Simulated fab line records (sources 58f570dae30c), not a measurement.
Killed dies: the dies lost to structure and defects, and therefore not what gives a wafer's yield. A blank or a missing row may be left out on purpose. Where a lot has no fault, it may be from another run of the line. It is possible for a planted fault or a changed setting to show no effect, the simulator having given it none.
fab line records || flow berkeley-cmos170
record: {"lots": 7, "wafers": 21, "last-day": 12}
route steps=331 shown PSD@180 NSD@187
lots untouched by any fault: they come from a run of this same line in which no faults occurred
start-h: start of the lot's first displayed wafer, in hours after the record's first day || wait-h: hours elapsed since this lot's preceding step || " identical to the entry in the row above || L1.1+2: a row that stands for several wafers || - no value, or no start was given || * or withheld: withheld || < > ~ a bound
route shown NAME@n: a module of which the file shows steps, and the number in the route of the first || usual: mean/standard deviation of fault-free wafers || same: alike in all rows || chamber/n: place in a boat || sites: each site's reading || _std_site: how widely they spread, as a standard deviation || _edge_site: mean of outer sites minus mean of inner sites || radius-mm: how far each site lies from the wafer's centre || mask NAME#n: copy n || behind: the most recent tool/chamber to have shaped the wafer || hold: reason for holding the lot/hours on hold/outcome of the hold || device: the n, p or np transistor that did not switch || end of line: the route-end tests of the same wafers || for a step that has no rows: nothing shown but its recipe || killed: the dies lost at the first sort to structure and to defects; this is not the yield of the wafer || map: shows each die of a wafer: x if killed, . if not, _ if none is there
set.NAME: the setting the step ran with; set.NAME@STEP: the setting that earlier step ran with || model.NAME: the simulator's own value behind a step, which no gauge read
lots seen at some steps along the route; tables by step, rows by wafer
services: from which hour (start-h, from the record's first day; less than 0 if before it) a tool's chamber was out of use, for how many hours, and why
== steps ==
step: UCB170_PSD_DEVELOP_05
recipe: {"developer": "TMAH", "develop-time-s": 45, "resist": "KrF", "dev-temp-c": 21}
step: UCB170_PSD_CD_MEAS_06
recipe: {"target-cd-nm": 1200}
usual: {"cd-nm": "1199.6/1.8"}
{"lot.wafer": "L166.4", "tool": "cd-sem-02", "chamber": "-", "start-h": 146.48, "wait-h": "-", "cd-nm": 1201.4}
{"lot.wafer": "L166.5", "tool": "cd-sem-02", "chamber": "-", "start-h": 146.48, "wait-h": "-", "cd-nm": 1201.7}
{"lot.wafer": "L166.6", "tool": "cd-sem-02", "chamber": "-", "start-h": 146.48, "wait-h": "-", "cd-nm": 1201.0}
{"lot.wafer": "L171.2", "tool": "cd-sem-02", "chamber": "-", "start-h": 185.06, "wait-h": "-", "cd-nm": 1198.1}
{"lot.wafer": "L171.4", "tool": "cd-sem-02", "chamber": "-", "start-h": 185.06, "wait-h": "-", "cd-nm": 1199.6}
{"lot.wafer": "L171.6", "tool": "cd-sem-02", "chamber": "-", "start-h": 185.06, "wait-h": "-", "cd-nm": 1199.7}
{"lot.wafer": "L174.3", "tool": "cd-sem-02", "chamber": "-", "start-h": 191.97, "wait-h": "-", "cd-nm": 1198.6}
{"lot.wafer": "L174.4", "tool": "cd-sem-02", "chamber": "-", "start-h": 191.97, "wait-h": "-", "cd-nm": 1197.9}
{"lot.wafer": "L174.6", "tool": "cd-sem-02", "chamber": "-", "start-h": 191.97, "wait-h": "-", "cd-nm": 1200.5}
{"lot.wafer": "L176.1", "tool": "cd-sem-02", "chamber": "-", "start-h": 200.10, "wait-h": "-", "cd-nm": 1199.5}
{"lot.wafer": "L176.2", "tool": "cd-sem-02", "chamber": "-", "start-h": 200.10, "wait-h": "-", "cd-nm": 1199.8}
{"lot.wafer": "L176.6", "tool": "cd-sem-02", "chamber": "-", "start-h": 200.10, "wait-h": "-", "cd-nm": 1201.1}
{"lot.wafer": "L182.1", "tool": "cd-sem-02", "chamber": "-", "start-h": 236.90, "wait-h": "-", "cd-nm": 1203.1}
{"lot.wafer": "L182.4", "tool": "cd-sem-02", "chamber": "-", "start-h": 236.90, "wait-h": "-", "cd-nm": 1200.7}
{"lot.wafer": "L182.5", "tool": "cd-sem-02", "chamber": "-", "start-h": 236.90, "wait-h": "-", "cd-nm": 1199.3}
{"lot.wafer": "L181.1", "tool": "cd-sem-02", "chamber": "-", "start-h": 237.17, "wait-h": "-", "cd-nm": 1197.7}
{"lot.wafer": "L181.4", "tool": "cd-sem-02", "chamber": "-", "start-h": 237.17, "wait-h": "-", "cd-nm": 1199.2}
{"lot.wafer": "L181.5", "tool": "cd-sem-02", "chamber": "-", "start-h": 237.17, "wait-h": "-", "cd-nm": 1198.8}
{"lot.wafer": "L183.1", "tool": "cd-sem-02", "chamber": "-", "start-h": 244.47, "wait-h": "-", "cd-nm": 1199.7}
{"lot.wafer": "L183.4", "tool": "cd-sem-02", "chamber": "-", "start-h": 244.47, "wait-h": "-", "cd-nm": 1199.5}
{"lot.wafer": "L183.5", "tool": "cd-sem-02", "chamber": "-", "start-h": 244.47, "wait-h": "-", "cd-nm": 1199.5}
step: UCB170_PSD_OVL_MEAS_07
usual: {"PSD_OVL": "-2/5.2"}
{"lot.wafer": "L166.4", "tool": "overlay-02", "chamber": "-", "start-h": 146.55, "wait-h": 0.1, "PSD_OVL[nm]": -7}
{"lot.wafer": "L166.5", "tool": "overlay-02", "chamber": "-", "start-h": 146.55, "wait-h": 0.1, "PSD_OVL[nm]": -1}
{"lot.wafer": "L166.6", "tool": "overlay-02", "chamber": "-", "start-h": 146.55, "wait-h": 0.1, "PSD_OVL[nm]": -9}
{"lot.wafer": "L171.2", "tool": "overlay-02", "chamber": "-", "start-h": 185.16, "wait-h": 0.1, "PSD_OVL[nm]": 1}
{"lot.wafer": "L171.4", "tool": "overlay-02", "chamber": "-", "start-h": 185.16, "wait-h": 0.1, "PSD_OVL[nm]": -4}
{"lot.wafer": "L171.6", "tool": "overlay-02", "chamber": "-", "start-h": 185.16, "wait-h": 0.1, "PSD_OVL[nm]": -5}
{"lot.wafer": "L174.3", "tool": "overlay-02", "chamber": "-", "start-h": 192.06, "wait-h": 0.1, "PSD_OVL[nm]": 3}
{"lot.wafer": "L174.4", "tool": "overlay-02", "chamber": "-", "start-h": 192.06, "wait-h": 0.1, "PSD_OVL[nm]": 1}
{"lot.wafer": "L174.6", "tool": "overlay-02", "chamber": "-", "start-h": 192.06, "wait-h": 0.1, "PSD_OVL[nm]": 3}
{"lot.wafer": "L176.1", "tool": "overlay-01", "chamber": "-", "start-h": 200.22, "wait-h": 0.1, "PSD_OVL[nm]": -2}
{"lot.wafer": "L176.2", "tool": "overlay-01", "chamber": "-", "start-h": 200.22, "wait-h": 0.1, "PSD_OVL[nm]": -4}
{"lot.wafer": "L176.6", "tool": "overlay-01", "chamber": "-", "start-h": 200.22, "wait-h": 0.1, "PSD_OVL[nm]": -5}
{"lot.wafer": "L182.1", "tool": "overlay-02", "chamber": "-", "start-h": 237.02, "wait-h": 0.1, "PSD_OVL[nm]": -4}
{"lot.wafer": "L182.4", "tool": "overlay-02", "chamber": "-", "start-h": 237.02, "wait-h": 0.1, "PSD_OVL[nm]": -4}
{"lot.wafer": "L182.5", "tool": "overlay-02", "chamber": "-", "start-h": 237.02, "wait-h": 0.1, "PSD_OVL[nm]": -4}
{"lot.wafer": "L181.1", "tool": "overlay-01", "chamber": "-", "start-h": 237.29, "wait-h": 0.1, "PSD_OVL[nm]": 0}
{"lot.wafer": "L181.4", "tool": "overlay-01", "chamber": "-", "start-h": 237.29, "wait-h": 0.1, "PSD_OVL[nm]": 15}
{"lot.wafer": "L181.5", "tool": "overlay-01", "chamber": "-", "start-h": 237.29, "wait-h": 0.1, "PSD_OVL[nm]": -5}
{"lot.wafer": "L183.1", "tool": "overlay-01", "chamber": "-", "start-h": 244.59, "wait-h": 0.1, "PSD_OVL[nm]": 2}
{"lot.wafer": "L183.4", "tool": "overlay-01", "chamber": "-", "start-h": 244.59, "wait-h": 0.1, "PSD_OVL[nm]": -5}
{"lot.wafer": "L183.5", "tool": "overlay-01", "chamber": "-", "start-h": 244.59, "wait-h": 0.1, "PSD_OVL[nm]": 0}
step: UCB170_PSD_IMPLANT_08
recipe: {"species": "B", "dose-cm2": 3e+15, "energy-kev": 20, "tilt-deg": 7}
step: UCB170_PSD_STRIP_09
recipe: {"chemistry": "O2", "power-w": 400, "pressure-mtorr": 3500, "platen-temp-c": "withheld", "o2-flow-sccm": 400, "overash-fraction": 0.5}
usual: {"drypump-motor-current-A": "5.6/0.42", "oes-product-au": "0.600/0.0049", "strip-time-to-endpoint-s": "29.37/0.074"}
{"lot.wafer": "L166.4", "tool": "plasma-asher-02", "chamber": 0, "start-h": 146.75, "wait-h": 0.1, "drypump-motor-current-A": 6.5, "oes-product-au": 0.599, "rf-hours-counter-h": "-", "strip-time-to-endpoint-s": 29.23}
{"lot.wafer": "L166.5", "tool": "plasma-asher-02", "chamber": 1, "start-h": 146.75, "wait-h": 0.1, "drypump-motor-current-A": 5.8, "oes-product-au": 0.596, "rf-hours-counter-h": "-", "strip-time-to-endpoint-s": 29.32}
{"lot.wafer": "L166.6", "tool": "plasma-asher-02", "chamber": 0, "start-h": 146.75, "wait-h": 0.1, "drypump-motor-current-A": 6.5, "oes-product-au": 0.595, "rf-hours-counter-h": "-", "strip-time-to-endpoint-s": 29.26}
{"lot.wafer": "L171.2", "tool": "plasma-asher-04", "chamber": 1, "start-h": 185.34, "wait-h": 0.1, "drypump-motor-current-A": 5.5, "oes-product-au": 0.606, "rf-hours-counter-h": 43, "strip-time-to-endpoint-s": 29.38}
{"lot.wafer": "L171.4", "tool": "plasma-asher-04", "chamber": 0, "start-h": 185.34, "wait-h": 0.1, "drypump-motor-current-A": 5.4, "oes-product-au": 0.605, "rf-hours-counter-h": "-", "strip-time-to-endpoint-s": 29.36}
{"lot.wafer": "L171.6", "tool": "plasma-asher-04", "chamber": 0, "start-h": 185.34, "wait-h": 0.1, "drypump-motor-current-A": 5.4, "oes-product-au": 0.590, "rf-hours-counter-h": "-", "strip-time-to-endpoint-s": 29.33}
{"lot.wafer": "L174.3", "tool": "plasma-asher-04", "chamber": 1, "start-h": 192.27, "wait-h": 0.1, "drypump-motor-current-A": 5.5, "oes-product-au": 0.596, "rf-hours-counter-h": "-", "strip-time-to-endpoint-s": 29.28}
{"lot.wafer": "L174.4", "tool": "plasma-asher-04", "chamber": 0, "start-h": 192.27, "wait-h": 0.1, "drypump-motor-current-A": 5.3, "oes-product-au": 0.600, "rf-hours-counter-h": "-", "strip-time-to-endpoint-s": 29.29}
{"lot.wafer": "L174.6", "tool": "plasma-asher-04", "chamber": 0, "start-h": 192.27, "wait-h": 0.1, "drypump-motor-current-A": 5.4, "oes-product-au": 0.616, "rf-hours-counter-h": "-", "strip-time-to-endpoint-s": 29.27}
{"lot.wafer": "L176.1", "tool": "plasma-asher-01", "chamber": 0, "start-h": 200.40, "wait-h": 0.1, "drypump-motor-current-A": 5.4, "oes-product-au": 0.600, "rf-hours-counter-h": 8, "strip-time-to-endpoint-s": 29.39}
{"lot.wafer": "L176.2", "tool": "plasma-asher-01", "chamber": 1, "start-h": 200.40, "wait-h": 0.1, "drypump-motor-current-A": 5.2, "oes-product-au": 0.602, "rf-hours-counter-h": 8, "strip-time-to-endpoint-s": 29.30}
{"lot.wafer": "L176.6", "tool": "plasma-asher-01", "chamber": 1, "start-h": 200.40, "wait-h": 0.1, "drypump-motor-current-A": 5.2, "oes-product-au": 0.591, "rf-hours-counter-h": "-", "strip-time-to-endpoint-s": 29.36}
{"lot.wafer": "L182.1", "tool": "plasma-asher-02", "chamber": 1, "start-h": 237.20, "wait-h": 0.1, "drypump-motor-current-A": 5.8, "oes-product-au": 0.594, "rf-hours-counter-h": 60, "strip-time-to-endpoint-s": 29.33}
{"lot.wafer": "L182.4", "tool": "plasma-asher-02", "chamber": 1, "start-h": 237.20, "wait-h": 0.1, "drypump-motor-current-A": 5.8, "oes-product-au": 0.602, "rf-hours-counter-h": "-", "strip-time-to-endpoint-s": 29.39}
{"lot.wafer": "L182.5", "tool": "plasma-asher-02", "chamber": 1, "start-h": 237.20, "wait-h": 0.1, "drypump-motor-current-A": 5.8, "oes-product-au": 0.607, "rf-hours-counter-h": "-", "strip-time-to-endpoint-s": 29.41}
{"lot.wafer": "L181.1", "tool": "plasma-asher-04", "chamber": 1, "start-h": 237.48, "wait-h": 0.1, "drypump-motor-current-A": 5.4, "oes-product-au": 0.599, "rf-hours-counter-h": 49, "strip-time-to-endpoint-s": 29.46}
{"lot.wafer": "L181.4", "tool": "plasma-asher-04", "chamber": 0, "start-h": 237.48, "wait-h": 0.1, "drypump-motor-current-A": 5.4, "oes-product-au": 0.595, "rf-hours-counter-h": "-", "strip-time-to-endpoint-s": 29.32}
{"lot.wafer": "L181.5", "tool": "plasma-asher-04", "chamber": 1, "start-h": 237.48, "wait-h": 0.1, "drypump-motor-current-A": 5.5, "oes-product-au": 0.593, "rf-hours-counter-h": "-", "strip-time-to-endpoint-s": 29.39}
{"lot.wafer": "L183.1", "tool": "plasma-asher-02", "chamber": 1, "start-h": 244.78, "wait-h": 0.1, "drypump-motor-current-A": 5.8, "oes-product-au": 0.598, "rf-hours-counter-h": 61, "strip-time-to-endpoint-s": 29.43}
{"lot.wafer": "L183.4", "tool": "plasma-asher-02", "chamber": 0, "start-h": 244.78, "wait-h": 0.1, "drypump-motor-current-A": 6.5, "oes-product-au": 0.609, "rf-hours-counter-h": "-", "strip-time-to-endpoint-s": 29.49}
{"lot.wafer": "L183.5", "tool": "plasma-asher-02", "chamber": 1, "start-h": 244.78, "wait-h": 0.1, "drypump-motor-current-A": 5.8, "oes-product-au": 0.606, "rf-hours-counter-h": "-", "strip-time-to-endpoint-s": 29.50}
step: UCB170_PSD_TW_MEAS_10
usual: {"PSD_TW": "2322/14"}
{"lot.wafer": "L166.4", "tool": "film-metro-01", "chamber": "-", "start-h": 146.85, "wait-h": 0.1, "PSD_TW": 2314}
{"lot.wafer": "L166.5", "tool": "film-metro-01", "chamber": "-", "start-h": 146.85, "wait-h": 0.1, "PSD_TW": 2319}
{"lot.wafer": "L166.6", "tool": "film-metro-01", "chamber": "-", "start-h": 146.85, "wait-h": 0.1, "PSD_TW": 2324}
{"lot.wafer": "L171.2", "tool": "film-metro-01", "chamber": "-", "start-h": 185.45, "wait-h": 0.1, "PSD_TW": 2348}
{"lot.wafer": "L171.4", "tool": "film-metro-01", "chamber": "-", "start-h": 185.45, "wait-h": 0.1, "PSD_TW": 2312}
{"lot.wafer": "L171.6", "tool": "film-metro-01", "chamber": "-", "start-h": 185.45, "wait-h": 0.1, "PSD_TW": 2323}
{"lot.wafer": "L174.3", "tool": "film-metro-01", "chamber": "-", "start-h": 192.36, "wait-h": 0.1, "PSD_TW": 2311}
{"lot.wafer": "L174.4", "tool": "film-metro-01", "chamber": "-", "start-h": 192.36, "wait-h": 0.1, "PSD_TW": 2307}
{"lot.wafer": "L174.6", "tool": "film-metro-01", "chamber": "-", "start-h": 192.36, "wait-h": 0.1, "PSD_TW": 2308}
{"lot.wafer": "L176.1", "tool": "film-metro-01", "chamber": "-", "start-h": 200.50, "wait-h": 0.1, "PSD_TW": 2324}
{"lot.wafer": "L176.2", "tool": "film-metro-01", "chamber": "-", "start-h": 200.50, "wait-h": 0.1, "PSD_TW": 2325}
{"lot.wafer": "L176.6", "tool": "film-metro-01", "chamber": "-", "start-h": 200.50, "wait-h": 0.1, "PSD_TW": 2311}
{"lot.wafer": "L182.1", "tool": "film-metro-04", "chamber": "-", "start-h": 237.30, "wait-h": 0.1, "PSD_TW": 2313}
{"lot.wafer": "L182.4", "tool": "film-metro-04", "chamber": "-", "start-h": 237.30, "wait-h": 0.1, "PSD_TW": 2295}
{"lot.wafer": "L182.5", "tool": "film-metro-04", "chamber": "-", "start-h": 237.30, "wait-h": 0.1, "PSD_TW": 2312}
{"lot.wafer": "L181.1", "tool": "film-metro-01", "chamber": "-", "start-h": 237.58, "wait-h": 0.1, "PSD_TW": 2331}
{"lot.wafer": "L181.4", "tool": "film-metro-01", "chamber": "-", "start-h": 237.58, "wait-h": 0.1, "PSD_TW": 2308}
{"lot.wafer": "L181.5", "tool": "film-metro-01", "chamber": "-", "start-h": 237.58, "wait-h": 0.1, "PSD_TW": 2322}
{"lot.wafer": "L183.1", "tool": "film-metro-01", "chamber": "-", "start-h": 244.88, "wait-h": 0.1, "PSD_TW": 2323}
{"lot.wafer": "L183.4", "tool": "film-metro-01", "chamber": "-", "start-h": 244.88, "wait-h": 0.1, "PSD_TW": 2316}
{"lot.wafer": "L183.5", "tool": "film-metro-01", "chamber": "-", "start-h": 244.88, "wait-h": 0.1, "PSD_TW": 2333}
step: UCB170_PSD_CLEAN_11
recipe: {"chemistry": "SPM", "temp-c": 120, "time-s": 600}
step: UCB170_NSD_HMDS_00
recipe: {"prime-time-s": 60, "prime-temp-c": 100}
step: UCB170_NSD_COAT_01
recipe: {"resist": "KrF", "spin-rpm": 1500, "resist-thk-nm": 900}
step: UCB170_NSD_SOFTBAKE_02
recipe: {"resist": "KrF", "temp-c": 130, "time-s": 60}
step: UCB170_NSD_EXPOSE_03
recipe: {"mask-id": "NSELECT_MOD", "na": 0.5, "sigma-outer": 0.6, "source-shape": "conventional", "target-cd-nm": 1200, "dose-mj": 30}
step: UCB170_NSD_PEB_04
recipe: {"peb-temp-c": 130, "peb-time-s": "withheld", "resist": "KrF"}
step: UCB170_NSD_DEVELOP_05
recipe: {"developer": "TMAH", "develop-time-s": 45, "resist": "KrF", "dev-temp-c": 21}
usual: {"chill-plate-temp-C": "23.00/0.12", "develop-time-s": "45/0"}
{"lot.wafer": "L166.4", "tool": "litho-track-03", "chamber": 0, "start-h": 148, "wait-h": "-", "chill-plate-temp-C": 22.73, "develop-time-s": 45, "model.KrF_of_NSD_COAT_01.thk-nm": 885.6}
{"lot.wafer": "L166.5", "tool": "litho-track-03", "chamber": 0, "start-h": 148, "wait-h": "-", "chill-plate-temp-C": 22.91, "develop-time-s": 45, "model.KrF_of_NSD_COAT_01.thk-nm": 883.7}
{"lot.wafer": "L166.6", "tool": "litho-track-03", "chamber": 0, "start-h": 148, "wait-h": "-", "chill-plate-temp-C": 22.85, "develop-time-s": 45, "model.KrF_of_NSD_COAT_01.thk-nm": 886.4}
{"lot.wafer": "L171.2", "tool": "litho-track-02", "chamber": 0, "start-h": 186, "wait-h": "-", "chill-plate-temp-C": 22.97, "develop-time-s": 45, "model.KrF_of_NSD_COAT_01.thk-nm": 880.5}
{"lot.wafer": "L171.4", "tool": "litho-track-02", "chamber": 0, "start-h": 186, "wait-h": "-", "chill-plate-temp-C": 22.88, "develop-time-s": 45, "model.KrF_of_NSD_COAT_01.thk-nm": 884.6}
{"lot.wafer": "L171.6", "tool": "litho-track-02", "chamber": 0, "start-h": 186, "wait-h": "-", "chill-plate-temp-C": 22.80, "develop-time-s": 45, "model.KrF_of_NSD_COAT_01.thk-nm": 881}
{"lot.wafer": "L174.3", "tool": "litho-track-01", "chamber": 0, "start-h": 194, "wait-h": "-", "chill-plate-temp-C": 22.98, "develop-time-s": 45, "model.KrF_of_NSD_COAT_01.thk-nm": 887.3}
{"lot.wafer": "L174.4", "tool": "litho-track-01", "chamber": 0, "start-h": 194, "wait-h": "-", "chill-plate-temp-C": 23.04, "develop-time-s": 45, "model.KrF_of_NSD_COAT_01.thk-nm": 885.8}
{"lot.wafer": "L174.6", "tool": "litho-track-01", "chamber": 0, "start-h": 194, "wait-h": "-", "chill-plate-temp-C": 23.12, "develop-time-s": 45, "model.KrF_of_NSD_COAT_01.thk-nm": 886.9}
{"lot.wafer": "L176.1", "tool": "litho-track-03", "chamber": 0, "start-h": 204, "wait-h": "-", "chill-plate-temp-C": 22.96, "develop-time-s": 45, "model.KrF_of_NSD_COAT_01.thk-nm": 885.1}
{"lot.wafer": "L176.2", "tool": "litho-track-03", "chamber": 0, "start-h": 204, "wait-h": "-", "chill-plate-temp-C": 23.13, "develop-time-s": 45, "model.KrF_of_NSD_COAT_01.thk-nm": 885.5}
{"lot.wafer": "L176.6", "tool": "litho-track-03", "chamber": 0, "start-h": 204, "wait-h": "-", "chill-plate-temp-C": 22.93, "develop-time-s": 45, "model.KrF_of_NSD_COAT_01.thk-nm": 885.2}
{"lot.wafer": "L182.1", "tool": "litho-track-01", "chamber": "-", "start-h": 238, "wait-h": "-", "chill-plate-temp-C": "-", "develop-time-s": "-", "model.KrF_of_NSD_COAT_01.thk-nm": 896.2}
{"lot.wafer": "L182.4", "tool": "litho-track-01", "chamber": "-", "start-h": 238, "wait-h": "-", "chill-plate-temp-C": "-", "develop-time-s": "-", "model.KrF_of_NSD_COAT_01.thk-nm": 898.4}
{"lot.wafer": "L182.5", "tool": "litho-track-01", "chamber": "-", "start-h": 238, "wait-h": "-", "chill-plate-temp-C": "-", "develop-time-s": "-", "model.KrF_of_NSD_COAT_01.thk-nm": 897.8}
{"lot.wafer": "L181.1", "tool": "litho-track-02", "chamber": "-", "start-h": 238, "wait-h": "-", "chill-plate-temp-C": "-", "develop-time-s": "-", "model.KrF_of_NSD_COAT_01.thk-nm": 902.9}
{"lot.wafer": "L181.4", "tool": "litho-track-02", "chamber": "-", "start-h": 238, "wait-h": "-", "chill-plate-temp-C": "-", "develop-time-s": "-", "model.KrF_of_NSD_COAT_01.thk-nm": 902.1}
{"lot.wafer": "L181.5", "tool": "litho-track-02", "chamber": "-", "start-h": 239, "wait-h": "-", "chill-plate-temp-C": "-", "develop-time-s": "-", "model.KrF_of_NSD_COAT_01.thk-nm": 904.2}
{"lot.wafer": "L183.1", "tool": "litho-track-02", "chamber": "-", "start-h": 248, "wait-h": "-", "chill-plate-temp-C": "-", "develop-time-s": "-", "model.KrF_of_NSD_COAT_01.thk-nm": 896.4}
{"lot.wafer": "L183.4", "tool": "litho-track-02", "chamber": "-", "start-h": 248, "wait-h": "-", "chill-plate-temp-C": "-", "develop-time-s": "-", "model.KrF_of_NSD_COAT_01.thk-nm": 896.6}
{"lot.wafer": "L183.5", "tool": "litho-track-02", "chamber": "-", "start-h": 248, "wait-h": "-", "chill-plate-temp-C": "-", "develop-time-s": "-", "model.KrF_of_NSD_COAT_01.thk-nm": 897.9}
step: UCB170_NSD_CD_MEAS_06
recipe: {"target-cd-nm": 1200}
usual: {"cd-nm": "1200.3/1.5"}
{"lot.wafer": "L166.4", "tool": "cd-sem-02", "chamber": "-", "start-h": 148.16, "wait-h": "-", "cd-nm": 1199.0}
{"lot.wafer": "L166.5", "tool": "cd-sem-02", "chamber": "-", "start-h": 148.16, "wait-h": "-", "cd-nm": 1198.0}
{"lot.wafer": "L166.6", "tool": "cd-sem-02", "chamber": "-", "start-h": 148.16, "wait-h": "-", "cd-nm": 1199.7}
{"lot.wafer": "L171.2", "tool": "cd-sem-01", "chamber": "-", "start-h": 186.76, "wait-h": "-", "cd-nm": 1201.6}
{"lot.wafer": "L171.4", "tool": "cd-sem-01", "chamber": "-", "start-h": 186.76, "wait-h": "-", "cd-nm": 1200.5}
{"lot.wafer": "L171.6", "tool": "cd-sem-01", "chamber": "-", "start-h": 186.76, "wait-h": "-", "cd-nm": 1200.7}
{"lot.wafer": "L174.3", "tool": "cd-sem-02", "chamber": "-", "start-h": 195.03, "wait-h": "-", "cd-nm": 1200.9}
{"lot.wafer": "L174.4", "tool": "cd-sem-02", "chamber": "-", "start-h": 195.03, "wait-h": "-", "cd-nm": 1202.3}
{"lot.wafer": "L174.6", "tool": "cd-sem-02", "chamber": "-", "start-h": 195.03, "wait-h": "-", "cd-nm": 1199.9}
{"lot.wafer": "L176.1", "tool": "cd-sem-01", "chamber": "-", "start-h": 204.40, "wait-h": "-", "cd-nm": 1202.4}
{"lot.wafer": "L176.2", "tool": "cd-sem-01", "chamber": "-", "start-h": 204.40, "wait-h": "-", "cd-nm": 1201.9}
{"lot.wafer": "L176.6", "tool": "cd-sem-01", "chamber": "-", "start-h": 204.40, "wait-h": "-", "cd-nm": 1202.6}
{"lot.wafer": "L182.1", "tool": "cd-sem-02", "chamber": "-", "start-h": 238.92, "wait-h": "-", "cd-nm": "-"}
{"lot.wafer": "L182.4", "tool": "cd-sem-02", "chamber": "-", "start-h": 238.92, "wait-h": "-", "cd-nm": "-"}
{"lot.wafer": "L182.5", "tool": "cd-sem-02", "chamber": "-", "start-h": 238.92, "wait-h": "-", "cd-nm": "-"}
{"lot.wafer": "L181.1", "tool": "cd-sem-02", "chamber": "-", "start-h": 239.05, "wait-h": "-", "cd-nm": "-"}
{"lot.wafer": "L181.4", "tool": "cd-sem-02", "chamber": "-", "start-h": 239.05, "wait-h": "-", "cd-nm": "-"}
{"lot.wafer": "L181.5", "tool": "cd-sem-02", "chamber": "-", "start-h": 239.05, "wait-h": "-", "cd-nm": "-"}
{"lot.wafer": "L183.1", "tool": "cd-sem-02", "chamber": "-", "start-h": 248.77, "wait-h": "-", "cd-nm": "-"}
{"lot.wafer": "L183.4", "tool": "cd-sem-02", "chamber": "-", "start-h": 248.77, "wait-h": "-", "cd-nm": "-"}
{"lot.wafer": "L183.5", "tool": "cd-sem-02", "chamber": "-", "start-h": 248.77, "wait-h": "-", "cd-nm": "-"}
== services ==
{"tool": "plasma-asher-01", "chamber": "-", "start-h": 160.74, "hours": 2.9, "kind": "repair"}
{"tool": "plasma-asher-01", "chamber": "-", "start-h": 182.52, "hours": 1.3, "kind": "repair"}
{"tool": "plasma-asher-04", "chamber": "-", "start-h": 246.77, "hours": 4.5, "kind": "repair"}
== key ==
first-sign: {"step": "UCB170_NSD_DEVELOP_05", "reading": "tool-record", "direction": "missing"}
effect none on later readings
model-effect: {"step": "UCB170_NSD_DEVELOP_05", "value": "KrF_of_NSD_COAT_01.thk-nm", "without": 884.9, "struck": 899.1}
met-at UCB170_NSD_DEVELOP_05
struck-wafers L181.1,L181.4,L181.5,L182.1,L182.4,L182.5,L183.1,L183.4,L183.5
sort-left-out L181.1,L181.4,L181.5,L182.1,L182.4,L182.5,L183.1,L183.4,L183.5
tester-left-out L181,L182,L183
onset-between 194 238
fault: {"kind": "skipped-step-whole", "tool": "litho-track-01,litho-track-02", "chamber": "-", "onset-h": 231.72, "steps": "UCB170_NSD_DEVELOP_05", "scope": "struck-lots-only"}
tester-left-out: of these lots the tester's yield and bins aren't shown, on N5 and GAA mostly nor the transistor test; their killed dies are dies lost to structure and defects alone, not to doping, threshold or leakage, so they don't give the yield
sort-left-out: the simulated sort isn't trusted on such a fault, so these wafers' sort isn't shown, and their yield isn't known
